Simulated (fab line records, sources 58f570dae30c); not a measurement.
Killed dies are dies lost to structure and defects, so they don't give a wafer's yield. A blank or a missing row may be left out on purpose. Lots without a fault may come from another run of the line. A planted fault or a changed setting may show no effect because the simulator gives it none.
fab line records | flow berkeley_cmos170
record lots=12 wafers=36 last_day=12
route steps=331 shown PWELL@39
lots that met no fault: from a run of the same line without faults
start_h: hours from the record's first day to the start of the lot's first wafer shown | wait_h: hours since the lot's step before | " the same as in the row above | L1.1+2: a row that stands for several wafers | - no value, or no start given | * or withheld: withheld | < > ~ a bound
route shown NAME@n: a module of which the file shows steps, and the number in the route of the first | usual: mean/standard deviation of fault-free wafers | same: alike in all rows | chamber/n: place in a boat | sites: the reading at each site | _std_site: their standard deviation | _edge_site: outer sites' mean less inner sites' | radius_mm: how far each site lies from the wafer's centre | mask NAME#n: copy n | behind: the tool/chamber that last shaped the wafer | hold: why the lot was held/for how many hours/how that ended | device: the transistor (n, p or np) that didn't switch | end of line: the same wafers' tests at the end of the route | a step without rows: its recipe alone | killed: dies lost to structure and defects at the first sort, not the wafer's yield | map: a wafer's dies, x killed, . not, _ none there
set.NAME: the setting as run; set.NAME@STEP: as run at that earlier step | model.NAME: the simulator's own value behind a step, which no gauge read
steps of the route over a sample of lots; a table a step, a row a wafer
services: from which hour (start_h, from the record's first day; less than 0 if before it) a tool's chamber was out of use, for how many hours, and why
## steps
# step UCB170_PWELL_CVD_05
# recipe material=Si3N4 target_thk_nm=220 temp_c=800 precursor=SiH2Cl2/NH3 time_s=3300 pressure_mtorr=200 sih2cl2_flow_sccm=25 nh3_flow_sccm=75
# usual spike_tc_centre_C=802.9/1.2 spike_tc_load_C=821.8/2.8 spike_tc_source_C=823.8/1.4 susceptor_temp_C=800.1/0.37 zone_power_source_pct=19.4/2.8
# same time_s=3300
# columns lot.wafer tool chamber start_h wait_h spike_tc_centre_C spike_tc_load_C spike_tc_source_C susceptor_temp_C zone_power_source_pct
L617.1 lpcvd-01 0 47.69 0.0 802.2 819.4 822.8 799.7 22.5
L617.2 " 0 " " 803.4 820.1 824.7 800.0 22.3
L617.6 " 0 " " 801.3 819.5 823.4 799.2 22.7
L618.1 lpcvd-01 0 47.69 0.0 804.2 819.3 823.2 800.1 22.3
L618.2 " 0 " " 802.7 819.9 824.8 800.3 22.5
L618.3 " 0 " " 804.0 821.1 823.6 800.1 22.8
L619.1 lpcvd-01 0 56.25 0.4 800.7 820.8 824.2 800.7 22.4
L619.3 " 0 " " 803.4 820.0 824.3 800.7 22.3
L619.5 " 0 " " 805.0 819.1 823.4 800.6 22.8
L620.1 lpcvd-01 1 61.23 1.9 801.1 821.5 824.2 800.7 16.1
L620.2 " 1 " " 802.8 820.8 823.9 799.8 16.0
L620.5 " 1 " " 803.0 821.0 823.0 800.2 16.0
L621.3 lpcvd-02 0 63.44 1.4 803.1 823.6 821.3 800.5 19.7
L621.4 " 0 " " 804.6 824.0 821.2 800.5 19.8
L621.6 " 0 " " 805.4 825.1 820.7 800.7 20.0
L622.1 lpcvd-02 0 68.06 0.7 804.7 823.4 823.1 799.9 19.5
L622.2 " 0 " " 803.5 823.4 818.9 800.3 19.8
L622.6 " 0 " " 803.1 824.0 822.0 799.9 19.5
L623.2 lpcvd-02 0 82.70 0.0 802.8 824.0 821.7 800.5 19.9
L623.5 " 0 " " 802.0 825.5 819.9 799.8 19.9
L623.6 " 0 " " 804.0 821.7 821.5 800.0 20.2
L626.3 lpcvd-01 0 90.26 0.0 805.0 819.8 822.9 800.0 22.7
L626.4 " 0 " " 802.1 819.3 824.1 799.2 22.6
L626.6 " 0 " " 802.4 820.0 823.6 799.3 22.4
L628.1 lpcvd-01 0 104.09 0.0 825.2 841.5 846.8 821.4 23.7
L628.2 " 0 " " 826.1 842.3 847.2 821.8 24.2
L628.3 " 0 " " 823.4 839.0 845.9 821.8 23.6
L629.2 lpcvd-01 0 104.09 0.0 823.2 840.5 846.1 821.6 23.9
L629.4 " 0 " " 822.7 841.1 847.3 821.7 24.0
L629.6 " 0 " " 823.9 842.2 846.3 821.2 24.1
L633.1 lpcvd-02 1 129.38 0.3 806.1 826.6 824.6 800.2 16.8
L633.4 " 1 " " 802.6 827.1 822.7 800.4 17.0
L633.5 " 1 " " 802.7 826.4 825.0 800.1 16.6
L639.1 lpcvd-02 1 160.89 0.5 802.6 825.2 823.3 800.7 17.0
L639.2 " 1 " " 803.1 825.9 821.9 800.2 17.0
L639.5 " 1 " " 805.3 824.6 823.8 800.8 17.1
# step UCB170_PWELL_THK_MEAS_06
# recipe reads=Si3N4_of_PWELL_CVD_05
# usual PWELL_NITRIDE_THK=220.5/1.8
# columns lot.wafer tool chamber start_h wait_h PWELL_NITRIDE_THK[nm]
L617.1 film_metro-04 - 49.61 0.0 224.6
L617.2 " - " " 223.5
L617.6 " - " " 224.1
L618.1 film_metro-02 - 49.61 0.0 222.8
L618.2 " - " " 223.4
L618.3 " - " " 222.1
L619.1 film_metro-02 - 59.13 0.0 223.8
L619.3 " - " " 222.6
L619.5 " - " " 222.7
L620.1 film_metro-01 - 64.10 0.0 219.8
L620.2 " - " " 220.2
L620.5 " - " " 220.4
L621.3 film_metro-01 - 65.38 0.0 220.1
L621.4 " - " " 221.9
L621.6 " - " " 221.9
L622.1 film_metro-01 - 69.97 0.0 218.5
L622.2 " - " " 218.3
L622.6 " - " " 216.5
L623.2 film_metro-01 - 84.62 0.0 219.1
L623.5 " - " " 221.1
L623.6 " - " " 221.4
L626.3 film_metro-02 - 92.20 0.0 217.4
L626.4 " - " " 217.3
L626.6 " - " " 216.5
L628.1 film_metro-04 - 106.01 0.0 323.5
L628.2 " - " " 324.1
L628.3 " - " " 324.0
L629.2 film_metro-02 - 106.02 0.0 323.2
L629.4 " - " " 320.7
L629.6 " - " " 321.8
L633.1 film_metro-01 - 131.29 0.0 220.0
L633.4 " - " " 220.6
L633.5 " - " " 217.7
L639.1 film_metro-01 - 163.77 0.0 218.7
L639.2 " - " " 221.3
L639.5 " - " " 219.0
# step UCB170_PWELL_ETCH_14
# recipe chemistry=CH3F/Ar/O2 target=Si3N4 stop_on=SiO2 CH3F_flow_sccm=20 Ar_flow_sccm=50 O2_flow_sccm=7 pressure_mtorr=50 rf_w=450 target_depth_a=2420 over_etch_frac=0.1 time_s=151
# usual drypump_motor_current_A=5.9/0.43 oes_product_au=0.939/0.0089 rf_fwd_power_W=448.2/1.3 throttle_valve_pct=8.06/0.13
# same time_s=151
# columns lot.wafer tool chamber start_h wait_h drypump_motor_current_A oes_product_au rf_fwd_power_W rf_hours_counter_h throttle_valve_pct
L617.1 rie_diel-04 2 50.88 0.0 6.0 0.941 447.8 133 8.28
L617.2 " 0 " " 5.9 0.940 448.0 40 8.23
L617.6 " 3 " " 6.3 0.961 446.9 - 8.23
L618.1 rie_diel-01 2 51.04 0.0 6.0 0.945 449.5 67 7.97
L618.2 " 0 " " 5.7 0.940 450.2 111 8.15
L618.3 " 1 " " 5.4 0.934 445.7 3 7.84
L619.1 rie_diel-01 1 60.36 0.0 5.5 0.928 449.6 4 7.85
L619.3 " 2 " " 6.0 0.944 450.3 68 7.98
L619.5 " 2 " " 6.0 0.949 448.6 - 7.98
L620.1 rie_diel-01 0 65.26 0.0 5.8 0.951 447.5 112 8.13
L620.2 " 1 " " 5.5 0.923 445.7 4 7.85
L620.5 " 1 " " 5.5 0.930 448.8 - 7.85
L621.3 rie_diel-04 0 66.70 0.0 5.9 0.939 448.2 40 8.21
L621.4 " 3 " " 6.3 0.954 445.9 47 8.23
L621.6 " 2 " " 6.0 0.936 448.9 - 8.29
L622.1 rie_diel-02 2 71.04 0.0 6.6 0.940 447.8 46 8.00
L622.2 " 0 " " 6.3 0.929 448.9 140 7.97
L622.6 " 2 " " 6.6 0.941 449.2 - 8.00
L623.2 rie_diel-04 3 85.55 0.0 6.3 0.950 449.3 47 8.25
L623.5 " 1 " " 5.7 0.944 448.8 - 8.19
L623.6 " 3 " " 6.3 0.955 448.3 - 8.24
L626.3 rie_diel-04 3 93.22 0.0 6.4 0.944 450.0 48 8.23
L626.4 " 0 " " 5.9 0.922 448.2 - 8.21
L626.6 " 3 " " 6.4 0.945 450.4 - 8.22
L628.1 rie_diel-01 2 107.73 0.0 6.0 0.997 449.5 70 7.97
L628.2 " 0 " " 5.8 1.013 448.5 114 8.15
L628.3 " 3 " " 5.1 0.991 446.5 2 8.02
L629.2 rie_diel-02 3 107.91 0.0 6.0 1.011 448.4 83 7.93
L629.4 " 2 " " 6.6 1.019 447.0 48 8.01
L629.6 " 3 " " 5.9 0.999 449.1 - 7.92
L633.1 rie_diel-04 2 132.23 0.0 6.0 0.941 447.4 135 8.29
L633.4 " 0 " " 5.9 0.939 448.5 42 8.22
L633.5 " 2 " " 6.0 0.933 446.3 - 8.29
L639.1 rie_diel-02 2 164.86 0.0 6.7 0.934 447.3 51 8.00
L639.2 " 3 " " 6.0 0.937 446.6 86 7.92
L639.5 " 2 " " 6.7 0.944 446.3 - 7.99
## services
# columns tool chamber start_h hours kind
rie_diel-01 3 41.64 - clean
rie_diel-01 3 41.64 16.2 scheduled_down
rie_diel-01 3 41.64 16.2 vent_cycle
rie_diel-02 0 72.72 9.5 repair
rie_diel-04 2 81.85 17.5 repair
rie_diel-04 - 99.52 28.1 pm
rie_diel-02 2 101.59 4.0 repair
lpcvd-02 - 114.78 14.6 pm
rie_diel-04 2 162.04 7.4 repair
## key
first_sign step=UCB170_PWELL_CVD_05 reading=susceptor_temp_C direction=up sigmas=58 usual=* struck=*
effect step=UCB170_PWELL_CVD_05 reading=spike_tc_centre_C direction=up sigmas=17 usual=802.9 struck=824.1
effect step=UCB170_PWELL_THK_MEAS_06 reading=PWELL_NITRIDE_THK direction=up sigmas=56 usual=220.5 struck=322.9
effect step=UCB170_PWELL_ETCH_14 reading=oes_product_au direction=up sigmas=7.5 usual=0.939 struck=1.005
met_at UCB170_PWELL_CVD_05
struck_lots L628,L629
later_rows_left_out L628.1,L628.2,L628.3,L629.2,L629.4,L629.6
sort_left_out L628.1,L628.2,L628.3,L629.2,L629.4,L629.6
tester_left_out L628,L629
onset_between 90.26 104.09
fault kind=process_parameter_drift tool=lpcvd-01 chamber=- onset_h=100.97 steps=UCB170_PWELL_CVD_05 channel=temp_c offset=* shape=step end_h=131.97 acts_in=* stated=*
# tester_left_out: of these lots the tester's yield and bins aren't shown, on N5 and GAA mostly nor the transistor test; their killed dies are dies lost to structure and defects alone, not to doping, threshold or leakage, so they don't give the yield
# sort_left_out: the simulated sort isn't trusted on such a fault, so these wafers' sort isn't shown, and their yield isn't known
# later_rows_left_out: the simulator's readings of these wafers behind a module that went badly wrong aren't trusted and aren't shown, but for the sort
